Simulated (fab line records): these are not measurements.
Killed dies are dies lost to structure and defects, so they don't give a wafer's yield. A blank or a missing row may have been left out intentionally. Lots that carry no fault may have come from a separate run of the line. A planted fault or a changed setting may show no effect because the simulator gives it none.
fab line records || flow rit-cmos
record: {"lots": 15, "wafers": 45, "last-day": 8}
route steps=202 shown NRETRO@61 M1@202
lots that met no fault: taken from a fault-free run of the same line
start-h: hours from the record's opening day to when the first of the lot's shown wafers began || wait-h: hours elapsed since this lot's preceding step || " as in the row above || L1.1+2: a single row standing in for several wafers || - no value, or no start was given || * or withheld: withheld || < > ~ a bound
route shown NAME@n: a module of which the file shows steps, and the number in the route of the first || usual: mean and standard deviation over wafers with no fault || same: alike in all rows || chamber/n: place in a boat || sites: readings site by site || _std_site: the standard deviation of these || _edge_site: outer sites' mean less inner sites' || radius-mm: how far each site lies from the wafer's centre || mask NAME#n: copy n || behind: tool/chamber where the wafer was last shaped || hold: reason for holding the lot/hours on hold/outcome of the hold || device: whichever transistor did not switch (one of n, p or np) || end of line: the tests these same wafers got at the end of their route || step lacking rows: just its recipe || killed: at the first sort, the dies lost to defects and structure; wafer yield is something else || map: a wafer's dies, x killed, . not, _ none there
set.NAME: setting as actually run; set.NAME@STEP: the setting as run at that earlier step || model.NAME: the simulator's own value behind a step, which no gauge read
the route's steps for a sample of lots (tables are steps, rows are wafers)
services: when a tool's chamber went out of use (start-h, in hours from the record's first day, below 0 if earlier), for how many hours, and the reason
== steps ==
step: RIT_NRETRO_IMPLANT_08
recipe: {"species": "P", "energy-kev": 70, "dose-cm2": 1e+13, "tilt-deg": 7}
usual: {"beam-energy-keV": "69.998/0.024", "faraday-current-uA": "31.7/0.6"}
{"lot.wafer": "L536.3", "tool": "implanter-03", "chamber": 0, "start-h": 36.73, "wait-h": 0.2, "beam-energy-keV": 69.940, "faraday-current-uA": 32.4}
{"lot.wafer": "L536.5", "tool": "implanter-03", "chamber": 0, "start-h": 36.73, "wait-h": 0.2, "beam-energy-keV": 69.960, "faraday-current-uA": 31.7}
{"lot.wafer": "L536.6", "tool": "implanter-03", "chamber": 0, "start-h": 36.73, "wait-h": 0.2, "beam-energy-keV": 69.952, "faraday-current-uA": 32.0}
{"lot.wafer": "L539.2", "tool": "implanter-03", "chamber": 0, "start-h": 50.62, "wait-h": 0.2, "beam-energy-keV": 70.005, "faraday-current-uA": 32.3}
{"lot.wafer": "L539.3", "tool": "implanter-03", "chamber": 0, "start-h": 50.62, "wait-h": 0.2, "beam-energy-keV": 70.016, "faraday-current-uA": 31.5}
{"lot.wafer": "L539.5", "tool": "implanter-03", "chamber": 0, "start-h": 50.62, "wait-h": 0.2, "beam-energy-keV": 70.015, "faraday-current-uA": 31.5}
{"lot.wafer": "L541.1", "tool": "implanter-03", "chamber": 0, "start-h": 59.91, "wait-h": 0.2, "beam-energy-keV": 69.996, "faraday-current-uA": 32.1}
{"lot.wafer": "L541.3", "tool": "implanter-03", "chamber": 0, "start-h": 59.91, "wait-h": 0.2, "beam-energy-keV": 69.993, "faraday-current-uA": 31.8}
{"lot.wafer": "L541.5", "tool": "implanter-03", "chamber": 0, "start-h": 59.91, "wait-h": 0.2, "beam-energy-keV": 70.035, "faraday-current-uA": 31.4}
{"lot.wafer": "L542.1", "tool": "implanter-02", "chamber": 0, "start-h": 65.46, "wait-h": 0.2, "beam-energy-keV": 70.036, "faraday-current-uA": 31.8}
{"lot.wafer": "L542.2", "tool": "implanter-02", "chamber": 0, "start-h": 65.46, "wait-h": 0.2, "beam-energy-keV": 70.017, "faraday-current-uA": 31.8}
{"lot.wafer": "L542.4", "tool": "implanter-02", "chamber": 0, "start-h": 65.46, "wait-h": 0.2, "beam-energy-keV": 69.998, "faraday-current-uA": 31.8}
{"lot.wafer": "L543.1", "tool": "implanter-04", "chamber": 0, "start-h": 71.74, "wait-h": 0.2, "beam-energy-keV": 70.006, "faraday-current-uA": 32.6}
{"lot.wafer": "L543.3", "tool": "implanter-04", "chamber": 0, "start-h": 71.74, "wait-h": 0.2, "beam-energy-keV": 69.990, "faraday-current-uA": 32.3}
{"lot.wafer": "L543.6", "tool": "implanter-04", "chamber": 0, "start-h": 71.74, "wait-h": 0.2, "beam-energy-keV": 70.019, "faraday-current-uA": 32.0}
{"lot.wafer": "L544.1", "tool": "implanter-04", "chamber": 0, "start-h": 75.63, "wait-h": 0.2, "beam-energy-keV": 70.005, "faraday-current-uA": 31.5}
{"lot.wafer": "L544.2", "tool": "implanter-04", "chamber": 0, "start-h": 75.63, "wait-h": 0.2, "beam-energy-keV": 70.004, "faraday-current-uA": 31.3}
{"lot.wafer": "L544.4", "tool": "implanter-04", "chamber": 0, "start-h": 75.63, "wait-h": 0.2, "beam-energy-keV": 69.978, "faraday-current-uA": 32.4}
{"lot.wafer": "L545.2", "tool": "implanter-02", "chamber": 0, "start-h": 83.11, "wait-h": 0.2, "beam-energy-keV": 70.001, "faraday-current-uA": 29.9}
{"lot.wafer": "L545.4", "tool": "implanter-02", "chamber": 0, "start-h": 83.11, "wait-h": 0.2, "beam-energy-keV": 70.038, "faraday-current-uA": 32.6}
{"lot.wafer": "L545.6", "tool": "implanter-02", "chamber": 0, "start-h": 83.11, "wait-h": 0.2, "beam-energy-keV": 70.022, "faraday-current-uA": 31.3}
{"lot.wafer": "L546.3", "tool": "implanter-04", "chamber": 0, "start-h": 83.99, "wait-h": 0.2, "beam-energy-keV": 70.003, "faraday-current-uA": 30.8}
{"lot.wafer": "L546.4", "tool": "implanter-04", "chamber": 0, "start-h": 83.99, "wait-h": 0.2, "beam-energy-keV": 69.994, "faraday-current-uA": 31.5}
{"lot.wafer": "L546.5", "tool": "implanter-04", "chamber": 0, "start-h": 83.99, "wait-h": 0.2, "beam-energy-keV": 69.991, "faraday-current-uA": 32.1}
{"lot.wafer": "L551.1", "tool": "implanter-02", "chamber": 0, "start-h": 106.45, "wait-h": 0.2, "beam-energy-keV": 69.962, "faraday-current-uA": 32.0}
{"lot.wafer": "L551.4", "tool": "implanter-02", "chamber": 0, "start-h": 106.45, "wait-h": 0.2, "beam-energy-keV": 69.978, "faraday-current-uA": 30.5}
{"lot.wafer": "L551.5", "tool": "implanter-02", "chamber": 0, "start-h": 106.45, "wait-h": 0.2, "beam-energy-keV": 69.955, "faraday-current-uA": 31.0}
{"lot.wafer": "L552.1", "tool": "implanter-03", "chamber": 0, "start-h": 114.57, "wait-h": 0.2, "beam-energy-keV": 75.104, "faraday-current-uA": 32.6}
{"lot.wafer": "L552.2", "tool": "implanter-03", "chamber": 0, "start-h": 114.57, "wait-h": 0.2, "beam-energy-keV": 75.107, "faraday-current-uA": 31.7}
{"lot.wafer": "L552.6", "tool": "implanter-03", "chamber": 0, "start-h": 114.57, "wait-h": 0.2, "beam-energy-keV": 75.088, "faraday-current-uA": 31.0}
{"lot.wafer": "L553.1", "tool": "implanter-02", "chamber": 0, "start-h": 121.09, "wait-h": 0.2, "beam-energy-keV": 69.977, "faraday-current-uA": 29.8}
{"lot.wafer": "L553.4", "tool": "implanter-02", "chamber": 0, "start-h": 121.09, "wait-h": 0.2, "beam-energy-keV": 69.991, "faraday-current-uA": 31.2}
{"lot.wafer": "L553.6", "tool": "implanter-02", "chamber": 0, "start-h": 121.09, "wait-h": 0.2, "beam-energy-keV": 69.988, "faraday-current-uA": 31.1}
{"lot.wafer": "L554.3", "tool": "implanter-03", "chamber": 0, "start-h": 127.08, "wait-h": 0.2, "beam-energy-keV": 75.127, "faraday-current-uA": 31.9}
{"lot.wafer": "L554.4", "tool": "implanter-03", "chamber": 0, "start-h": 127.08, "wait-h": 0.2, "beam-energy-keV": 75.106, "faraday-current-uA": 31.2}
{"lot.wafer": "L554.5", "tool": "implanter-03", "chamber": 0, "start-h": 127.08, "wait-h": 0.2, "beam-energy-keV": 75.113, "faraday-current-uA": 32.2}
{"lot.wafer": "L555.1", "tool": "implanter-02", "chamber": 0, "start-h": 131.73, "wait-h": 0.2, "beam-energy-keV": 69.977, "faraday-current-uA": 32.7}
{"lot.wafer": "L555.2", "tool": "implanter-02", "chamber": 0, "start-h": 131.73, "wait-h": 0.2, "beam-energy-keV": 69.972, "faraday-current-uA": 32.5}
{"lot.wafer": "L555.3", "tool": "implanter-02", "chamber": 0, "start-h": 131.73, "wait-h": 0.2, "beam-energy-keV": 69.984, "faraday-current-uA": 31.3}
{"lot.wafer": "L556.2", "tool": "implanter-03", "chamber": 0, "start-h": 135.32, "wait-h": 0.2, "beam-energy-keV": 75.058, "faraday-current-uA": 31.2}
{"lot.wafer": "L556.3", "tool": "implanter-03", "chamber": 0, "start-h": 135.32, "wait-h": 0.2, "beam-energy-keV": 75.083, "faraday-current-uA": 31.8}
{"lot.wafer": "L556.5", "tool": "implanter-03", "chamber": 0, "start-h": 135.32, "wait-h": 0.2, "beam-energy-keV": 75.099, "faraday-current-uA": 31.5}
{"lot.wafer": "L559.1", "tool": "implanter-02", "chamber": 0, "start-h": 151.37, "wait-h": 0.2, "beam-energy-keV": 70.019, "faraday-current-uA": 31.6}
{"lot.wafer": "L559.2", "tool": "implanter-02", "chamber": 0, "start-h": 151.37, "wait-h": 0.2, "beam-energy-keV": 70.027, "faraday-current-uA": 31.7}
{"lot.wafer": "L559.3", "tool": "implanter-02", "chamber": 0, "start-h": 151.37, "wait-h": 0.2, "beam-energy-keV": 70.004, "faraday-current-uA": 31.9}
step: RIT_M1_PROBE_99
usual: {"killed_at_M0_to_M3": "0.0/0.14", "killed-at-contacts": "0.1/0.27", "killed-at-front-end": "6.5/2.8", "killed-dies": "6.6/2.8", "killed-open": "3.5/2", "killed-short": "3.2/1.8"}
same: {"gross-dies": 264, "killed_at_M4_up": 0, "killed-at-back-side": 0, "killed-at-other": 0}
{"lot.wafer": "L536.3", "tool": "prober-01", "chamber": "-", "start-h": 69.61, "wait-h": 0.2, "killed_at_M0_to_M3": 0, "killed-at-contacts": 0, "killed-at-front-end": 10, "killed-dies": 10, "killed-open": 4, "killed-short": 6}
{"lot.wafer": "L536.5", "tool": "prober-01", "chamber": "-", "start-h": 69.71, "wait-h": 0.2, "killed_at_M0_to_M3": 0, "killed-at-contacts": 0, "killed-at-front-end": 5, "killed-dies": 5, "killed-open": 1, "killed-short": 4}
{"lot.wafer": "L536.6", "tool": "prober-01", "chamber": "-", "start-h": 69.76, "wait-h": 0.2, "killed_at_M0_to_M3": 0, "killed-at-contacts": 1, "killed-at-front-end": 3, "killed-dies": 4, "killed-open": 3, "killed-short": 1}
{"lot.wafer": "L539.2", "tool": "prober-02", "chamber": "-", "start-h": 84.76, "wait-h": 0.1, "killed_at_M0_to_M3": 0, "killed-at-contacts": 0, "killed-at-front-end": 8, "killed-dies": 8, "killed-open": 5, "killed-short": 3}
{"lot.wafer": "L539.3", "tool": "prober-02", "chamber": "-", "start-h": 84.81, "wait-h": 0.2, "killed_at_M0_to_M3": 0, "killed-at-contacts": 0, "killed-at-front-end": 8, "killed-dies": 8, "killed-open": 4, "killed-short": 4}
{"lot.wafer": "L539.5", "tool": "prober-02", "chamber": "-", "start-h": 84.91, "wait-h": 0.2, "killed_at_M0_to_M3": 0, "killed-at-contacts": 0, "killed-at-front-end": 6, "killed-dies": 6, "killed-open": 4, "killed-short": 2}
{"lot.wafer": "L541.1", "tool": "prober-01", "chamber": "-", "start-h": 92.70, "wait-h": 0.1, "killed_at_M0_to_M3": 0, "killed-at-contacts": 1, "killed-at-front-end": 3, "killed-dies": 4, "killed-open": 3, "killed-short": 1}
{"lot.wafer": "L541.3", "tool": "prober-01", "chamber": "-", "start-h": 92.80, "wait-h": 0.2, "killed_at_M0_to_M3": 0, "killed-at-contacts": 0, "killed-at-front-end": 8, "killed-dies": 8, "killed-open": 4, "killed-short": 4}
{"lot.wafer": "L541.5", "tool": "prober-01", "chamber": "-", "start-h": 92.90, "wait-h": 0.2, "killed_at_M0_to_M3": 0, "killed-at-contacts": 0, "killed-at-front-end": 8, "killed-dies": 8, "killed-open": 6, "killed-short": 2}
{"lot.wafer": "L542.1", "tool": "prober-02", "chamber": "-", "start-h": 95.87, "wait-h": 0.1, "killed_at_M0_to_M3": 0, "killed-at-contacts": 0, "killed-at-front-end": 8, "killed-dies": 8, "killed-open": 3, "killed-short": 5}
{"lot.wafer": "L542.2", "tool": "prober-02", "chamber": "-", "start-h": 95.92, "wait-h": 0.1, "killed_at_M0_to_M3": 0, "killed-at-contacts": 0, "killed-at-front-end": 5, "killed-dies": 5, "killed-open": 3, "killed-short": 1}
{"lot.wafer": "L542.4", "tool": "prober-02", "chamber": "-", "start-h": 96.02, "wait-h": 0.2, "killed_at_M0_to_M3": 0, "killed-at-contacts": 0, "killed-at-front-end": 5, "killed-dies": 5, "killed-open": 5, "killed-short": 0}
{"lot.wafer": "L543.1", "tool": "prober-01", "chamber": "-", "start-h": 101.49, "wait-h": 0.1, "killed_at_M0_to_M3": 0, "killed-at-contacts": 0, "killed-at-front-end": 7, "killed-dies": 7, "killed-open": 5, "killed-short": 2}
{"lot.wafer": "L543.3", "tool": "prober-01", "chamber": "-", "start-h": 101.59, "wait-h": 0.2, "killed_at_M0_to_M3": 0, "killed-at-contacts": 0, "killed-at-front-end": 4, "killed-dies": 4, "killed-open": 1, "killed-short": 3}
{"lot.wafer": "L543.6", "tool": "prober-01", "chamber": "-", "start-h": 101.74, "wait-h": 0.2, "killed_at_M0_to_M3": 0, "killed-at-contacts": 0, "killed-at-front-end": 7, "killed-dies": 7, "killed-open": 4, "killed-short": 3}
{"lot.wafer": "L544.1", "tool": "prober-02", "chamber": "-", "start-h": 107.89, "wait-h": 0.1, "killed_at_M0_to_M3": 0, "killed-at-contacts": 0, "killed-at-front-end": 5, "killed-dies": 5, "killed-open": 1, "killed-short": 4}
{"lot.wafer": "L544.2", "tool": "prober-02", "chamber": "-", "start-h": 107.94, "wait-h": 0.1, "killed_at_M0_to_M3": 0, "killed-at-contacts": 0, "killed-at-front-end": 7, "killed-dies": 7, "killed-open": 2, "killed-short": 4}
{"lot.wafer": "L544.4", "tool": "prober-02", "chamber": "-", "start-h": 108.04, "wait-h": 0.2, "killed_at_M0_to_M3": 0, "killed-at-contacts": 0, "killed-at-front-end": 6, "killed-dies": 6, "killed-open": 4, "killed-short": 2}
{"lot.wafer": "L545.2", "tool": "prober-01", "chamber": "-", "start-h": 113.51, "wait-h": 0.1, "killed_at_M0_to_M3": 0, "killed-at-contacts": 0, "killed-at-front-end": 6, "killed-dies": 6, "killed-open": 4, "killed-short": 2}
{"lot.wafer": "L545.4", "tool": "prober-01", "chamber": "-", "start-h": 113.61, "wait-h": 0.2, "killed_at_M0_to_M3": 1, "killed-at-contacts": 0, "killed-at-front-end": 6, "killed-dies": 7, "killed-open": 3, "killed-short": 4}
{"lot.wafer": "L545.6", "tool": "prober-01", "chamber": "-", "start-h": 113.71, "wait-h": 0.2, "killed_at_M0_to_M3": 0, "killed-at-contacts": 0, "killed-at-front-end": 5, "killed-dies": 5, "killed-open": 3, "killed-short": 2}
{"lot.wafer": "L546.3", "tool": "prober-02", "chamber": "-", "start-h": 115.06, "wait-h": 0.2, "killed_at_M0_to_M3": 0, "killed-at-contacts": 1, "killed-at-front-end": 10, "killed-dies": 11, "killed-open": 7, "killed-short": 4}
{"lot.wafer": "L546.4", "tool": "prober-02", "chamber": "-", "start-h": 115.11, "wait-h": 0.2, "killed_at_M0_to_M3": 0, "killed-at-contacts": 0, "killed-at-front-end": 5, "killed-dies": 5, "killed-open": 2, "killed-short": 3}
{"lot.wafer": "L546.5", "tool": "prober-02", "chamber": "-", "start-h": 115.16, "wait-h": 0.2, "killed_at_M0_to_M3": 0, "killed-at-contacts": 0, "killed-at-front-end": 7, "killed-dies": 7, "killed-open": 3, "killed-short": 4}
{"lot.wafer": "L551.1", "tool": "prober-02", "chamber": "-", "start-h": 141.23, "wait-h": 0.1, "killed_at_M0_to_M3": 0, "killed-at-contacts": 0, "killed-at-front-end": 8, "killed-dies": 8, "killed-open": 5, "killed-short": 3}
{"lot.wafer": "L551.4", "tool": "prober-02", "chamber": "-", "start-h": 141.38, "wait-h": 0.2, "killed_at_M0_to_M3": 0, "killed-at-contacts": 0, "killed-at-front-end": 3, "killed-dies": 3, "killed-open": 2, "killed-short": 1}
{"lot.wafer": "L551.5", "tool": "prober-02", "chamber": "-", "start-h": 141.43, "wait-h": 0.2, "killed_at_M0_to_M3": 0, "killed-at-contacts": 0, "killed-at-front-end": 10, "killed-dies": 10, "killed-open": 4, "killed-short": 6}
{"lot.wafer": "L552.2", "tool": "prober-01", "chamber": "-", "start-h": 149.21, "wait-h": 0.1, "killed_at_M0_to_M3": 0, "killed-at-contacts": 0, "killed-at-front-end": 5, "killed-dies": 5, "killed-open": 3, "killed-short": 2}
{"lot.wafer": "L552.6", "tool": "prober-01", "chamber": "-", "start-h": 149.41, "wait-h": 0.2, "killed_at_M0_to_M3": 0, "killed-at-contacts": 0, "killed-at-front-end": 5, "killed-dies": 5, "killed-open": 4, "killed-short": 1}
{"lot.wafer": "L553.1", "tool": "prober-02", "chamber": "-", "start-h": 152.33, "wait-h": 0.1, "killed_at_M0_to_M3": 0, "killed-at-contacts": 0, "killed-at-front-end": 3, "killed-dies": 3, "killed-open": 0, "killed-short": 3}
{"lot.wafer": "L553.4", "tool": "prober-02", "chamber": "-", "start-h": 152.48, "wait-h": 0.2, "killed_at_M0_to_M3": 0, "killed-at-contacts": 0, "killed-at-front-end": 7, "killed-dies": 7, "killed-open": 5, "killed-short": 2}
{"lot.wafer": "L553.6", "tool": "prober-02", "chamber": "-", "start-h": 152.58, "wait-h": 0.2, "killed_at_M0_to_M3": 0, "killed-at-contacts": 0, "killed-at-front-end": 8, "killed-dies": 8, "killed-open": 3, "killed-short": 5}
{"lot.wafer": "L554.3", "tool": "prober-01", "chamber": "-", "start-h": 159.06, "wait-h": 0.2, "killed_at_M0_to_M3": 0, "killed-at-contacts": 1, "killed-at-front-end": 4, "killed-dies": 5, "killed-open": 2, "killed-short": 3}
{"lot.wafer": "L554.4", "tool": "prober-01", "chamber": "-", "start-h": 159.11, "wait-h": 0.2, "killed_at_M0_to_M3": 0, "killed-at-contacts": 0, "killed-at-front-end": 14, "killed-dies": 14, "killed-open": 8, "killed-short": 6}
{"lot.wafer": "L554.5", "tool": "prober-01", "chamber": "-", "start-h": 159.16, "wait-h": 0.2, "killed_at_M0_to_M3": 0, "killed-at-contacts": 0, "killed-at-front-end": 2, "killed-dies": 2, "killed-open": 1, "killed-short": 1}
{"lot.wafer": "L555.1", "tool": "prober-02", "chamber": "-", "start-h": 161.46, "wait-h": 0.1, "killed_at_M0_to_M3": 0, "killed-at-contacts": 0, "killed-at-front-end": 10, "killed-dies": 10, "killed-open": 6, "killed-short": 4}
{"lot.wafer": "L555.2", "tool": "prober-02", "chamber": "-", "start-h": 161.51, "wait-h": 0.1, "killed_at_M0_to_M3": 0, "killed-at-contacts": 0, "killed-at-front-end": 2, "killed-dies": 2, "killed-open": 1, "killed-short": 1}
{"lot.wafer": "L555.3", "tool": "prober-02", "chamber": "-", "start-h": 161.56, "wait-h": 0.2, "killed_at_M0_to_M3": 0, "killed-at-contacts": 0, "killed-at-front-end": 10, "killed-dies": 10, "killed-open": 6, "killed-short": 4}
{"lot.wafer": "L556.2", "tool": "prober-01", "chamber": "-", "start-h": 166.20, "wait-h": 0.1, "killed_at_M0_to_M3": 0, "killed-at-contacts": 0, "killed-at-front-end": 5, "killed-dies": 5, "killed-open": 4, "killed-short": 1}
{"lot.wafer": "L556.3", "tool": "prober-01", "chamber": "-", "start-h": 166.25, "wait-h": 0.2, "killed_at_M0_to_M3": 0, "killed-at-contacts": 0, "killed-at-front-end": 4, "killed-dies": 4, "killed-open": 4, "killed-short": 0}
{"lot.wafer": "L556.5", "tool": "prober-01", "chamber": "-", "start-h": 166.35, "wait-h": 0.2, "killed_at_M0_to_M3": 0, "killed-at-contacts": 0, "killed-at-front-end": 13, "killed-dies": 13, "killed-open": 4, "killed-short": 9}
{"lot.wafer": "L559.1", "tool": "prober-02", "chamber": "-", "start-h": 181.39, "wait-h": 0.1, "killed_at_M0_to_M3": 0, "killed-at-contacts": 0, "killed-at-front-end": 2, "killed-dies": 2, "killed-open": 2, "killed-short": 0}
{"lot.wafer": "L559.2", "tool": "prober-02", "chamber": "-", "start-h": 181.44, "wait-h": 0.1, "killed_at_M0_to_M3": 0, "killed-at-contacts": 0, "killed-at-front-end": 5, "killed-dies": 5, "killed-open": 2, "killed-short": 3}
{"lot.wafer": "L559.3", "tool": "prober-02", "chamber": "-", "start-h": 181.49, "wait-h": 0.2, "killed_at_M0_to_M3": 0, "killed-at-contacts": 0, "killed-at-front-end": 2, "killed-dies": 2, "killed-open": 1, "killed-short": 1}
killed by level:class
L536.3 FOX1:geometric-particle:short=2 GATE:geometric-particle:open=2 FOX1:geometric-particle:open=1 GATE:geometric-particle:short=1 REOX:geometric-particle:short=1 SPACER:geometric-particle:open=1 SPACER:geometric-particle:short=1 SILICIDE:geometric-particle:short=1
L536.5 FOX1:geometric-particle:short=2 SPACER:geometric-particle:short=2 GATE:geometric-particle:open=1
L536.6 FOX1:geometric-particle:open=1 GATE:geometric-particle:open=1 SPACER:geometric-particle:open=1 CONTACT:geometric-particle:short=1
L539.2 REOX:geometric-particle:short=3 SPACER:geometric-particle:open=2 FOX1:geometric-particle:open=1 FOX2:geometric-particle:open=1 REOX:geometric-particle:open=1
L539.3 GATE:geometric-particle:open=2 FOX1:geometric-particle:open=1 GATE:geometric-particle:short=1 REOX:geometric-particle:short=1 REOX:geometric-particle:open=1 SPACER:geometric-particle:short=1 SILICIDE:geometric-particle:short=1
L539.5 SILICIDE:geometric-particle:open=2 FOX2:geometric-particle:short=1 GATE:geometric-particle:open=1 GATE:geometric-particle:short=1 REOX:geometric-particle:open=1
L541.1 FOX1:geometric-particle:short=1 FOX1:geometric-particle:open=1 SPACER:geometric-particle:open=1 CONTACT:geometric-particle:open=1
L541.3 FOX1:geometric-particle:short=2 FOX1:geometric-particle:open=2 FOX2:geometric-particle:short=1 GATE:geometric-particle:open=1 REOX:geometric-particle:open=1 SPACER:geometric-particle:short=1
L541.5 FOX2:geometric-particle:open=3 GATE:geometric-particle:open=2 REOX:geometric-particle:short=1 REOX:geometric-particle:open=1 SPACER:geometric-particle:short=1
L542.1 SPACER:geometric-particle:short=2 FOX2:geometric-particle:short=1 GATE:geometric-particle:open=1 GATE:geometric-particle:short=1 REOX:geometric-particle:open=1 REOX:geometric-particle:short=1 SPACER:geometric-particle:open=1
L542.2 SPACER:geometric-particle:open=2 FOX1:geometric-particle:short=1 FOX1:geometric-particle:open=1 PRETRO:coat-microbubble-printed=1
L542.4 SILICIDE:geometric-particle:open=2 FOX1:geometric-particle:open=1 GATE:geometric-particle:open=1 SPACER:geometric-particle:open=1
L543.1 GATE:geometric-particle:open=2 REOX:geometric-particle:open=1 SPACER:geometric-particle:open=1 SPACER:geometric-particle:short=1 SILICIDE:geometric-particle:open=1 SILICIDE:geometric-particle:short=1
L543.3 FOX1:geometric-particle:short=2 GATE:geometric-particle:open=1 GATE:geometric-particle:short=1
L543.6 FOX1:geometric-particle:short=1 FOX2:geometric-particle:open=1 FOX2:geometric-particle:short=1 GATE:geometric-particle:open=1 REOX:geometric-particle:open=1 SPACER:geometric-particle:short=1 SILICIDE:geometric-particle:open=1
L544.1 FOX1:geometric-particle:short=1 FOX1:geometric-particle:open=1 REOX:geometric-particle:short=1 SPACER:geometric-particle:short=1 SILICIDE:geometric-particle:short=1
L544.2 SPACER:geometric-particle:short=2 FOX1:geometric-particle:open=1 GATE:geometric-particle:short=1 SILICIDE:geometric-particle:open=1 SILICIDE:geometric-particle:short=1 PWELL:coat-microbubble-printed=1
L544.4 GATE:geometric-particle:open=2 SILICIDE:geometric-particle:short=2 FOX1:geometric-particle:open=1 SPACER:geometric-particle:open=1
L545.2 GATE:geometric-particle:short=2 FOX2:geometric-particle:open=1 GATE:geometric-particle:open=1 SPACER:geometric-particle:open=1 SILICIDE:geometric-particle:open=1
L545.4 FOX1:geometric-particle:short=2 GATE:geometric-particle:open=2 GATE:geometric-particle:short=1 REOX:geometric-particle:open=1 M1:geometric-particle:short=1
L545.6 GATE:geometric-particle:open=3 FOX1:geometric-particle:short=1 GATE:geometric-particle:short=1
L546.3 FOX1:geometric-particle:open=2 FOX2:geometric-particle:short=2 GATE:geometric-particle:open=2 REOX:geometric-particle:short=2 REOX:geometric-particle:open=1 SPACER:geometric-particle:open=1 CONTACT:geometric-particle:open=1
L546.4 GATE:geometric-particle:short=3 FOX1:geometric-particle:open=1 REOX:geometric-particle:open=1
L546.5 GATE:geometric-particle:short=2 FOX1:geometric-particle:short=1 FOX2:geometric-particle:open=1 GATE:geometric-particle:open=1 REOX:geometric-particle:open=1 SILICIDE:geometric-particle:short=1
L551.1 GATE:geometric-particle:open=4 GATE:geometric-particle:short=2 FOX1:geometric-particle:short=1 FOX2:geometric-particle:open=1
L551.4 FOX2:geometric-particle:open=1 SPACER:geometric-particle:open=1 SILICIDE:geometric-particle:short=1
L551.5 GATE:geometric-particle:short=3 GATE:geometric-particle:open=2 ACTIVE:geometric-particle:short=1 FOX2:geometric-particle:short=1 FOX2:geometric-particle:open=1 REOX:geometric-particle:open=1 SILICIDE:geometric-particle:short=1
L552.2 GATE:geometric-particle:short=2 GATE:geometric-particle:open=2 SPACER:geometric-particle:open=1
L552.6 FOX2:geometric-particle:open=2 FOX2:geometric-particle:short=1 GATE:geometric-particle:open=1 REOX:geometric-particle:open=1
L553.1 GATE:geometric-particle:short=2 SPACER:geometric-particle:short=1
L553.4 FOX1:geometric-particle:open=2 GATE:geometric-particle:open=2 FOX1:geometric-particle:short=1 GATE:geometric-particle:short=1 REOX:geometric-particle:open=1
L553.6 GATE:geometric-particle:open=3 GATE:geometric-particle:short=2 REOX:geometric-particle:short=2 FOX2:geometric-particle:short=1
L554.3 GATE:geometric-particle:short=1 GATE:geometric-particle:open=1 REOX:geometric-particle:open=1 SILICIDE:geometric-particle:short=1 CONTACT:geometric-particle:short=1
L554.4 GATE:geometric-particle:open=3 GATE:geometric-particle:short=3 SILICIDE:geometric-particle:open=3 REOX:geometric-particle:open=2 FOX2:geometric-particle:short=1 REOX:geometric-particle:short=1 SILICIDE:geometric-particle:short=1
L554.5 GATE:geometric-particle:open=1 SILICIDE:geometric-particle:short=1
L555.1 GATE:geometric-particle:open=3 GATE:geometric-particle:short=3 FOX1:geometric-particle:short=1 FOX2:geometric-particle:open=1 SPACER:geometric-particle:open=1 SILICIDE:geometric-particle:open=1
L555.2 GATE:geometric-particle:short=1 GATE:geometric-particle:open=1
L555.3 FOX1:geometric-particle:open=2 GATE:geometric-particle:short=2 SPACER:geometric-particle:open=2 FOX2:geometric-particle:short=1 GATE:geometric-particle:open=1 SPACER:geometric-particle:short=1 SILICIDE:geometric-particle:open=1
L556.2 GATE:geometric-particle:open=2 FOX1:geometric-particle:open=1 GATE:geometric-particle:short=1 SPACER:geometric-particle:open=1
L556.3 GATE:geometric-particle:open=4
L556.5 REOX:geometric-particle:short=4 GATE:geometric-particle:open=3 GATE:geometric-particle:short=2 FOX1:geometric-particle:short=1 FOX2:geometric-particle:short=1 REOX:geometric-particle:open=1 SPACER:geometric-particle:short=1
L559.1 FOX2:geometric-particle:open=1 REOX:geometric-particle:open=1
L559.2 FOX1:geometric-particle:short=1 GATE:geometric-particle:short=1 SPACER:geometric-particle:short=1 SPACER:geometric-particle:open=1 SILICIDE:geometric-particle:open=1
L559.3 GATE:geometric-particle:open=1 SPACER:geometric-particle:short=1
== services ==
{"tool": "implanter-02", "chamber": "-", "start-h": 102.54, "hours": 3.8, "kind": "pm"}
{"tool": "implanter-02", "chamber": "-", "start-h": 126.55, "hours": 2.6, "kind": "repair"}
{"tool": "implanter-03", "chamber": "-", "start-h": 144.08, "hours": 4.3, "kind": "pm"}
== key ==
first-sign: {"step": "RIT_NRETRO_IMPLANT_08", "reading": "beam-energy-keV", "direction": "up", "sigmas": "99+", "usual": 69.998, "struck": 75.098}
effect none on later readings
met-at RIT_NRETRO_IMPLANT_08
struck-lots L552,L554,L556
tester-left-out L552,L554,L556
onset-between 59.91 114.57
fault: {"kind": "process-parameter-drift", "tool": "implanter-03", "chamber": "-", "onset-h": 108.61, "steps": "RIT_NRETRO_IMPLANT_08", "channel": "energy-kev", "offset": 5.1069, "shape": "step", "end-h": 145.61, "acts-in": "these-recipes-only", "stated": 70}
tester-left-out: of these lots the tester's yield and bins aren't shown, on N5 and GAA mostly nor the transistor test; their killed dies are dies lost to structure and defects alone, not to doping, threshold or leakage, so they don't give the yield
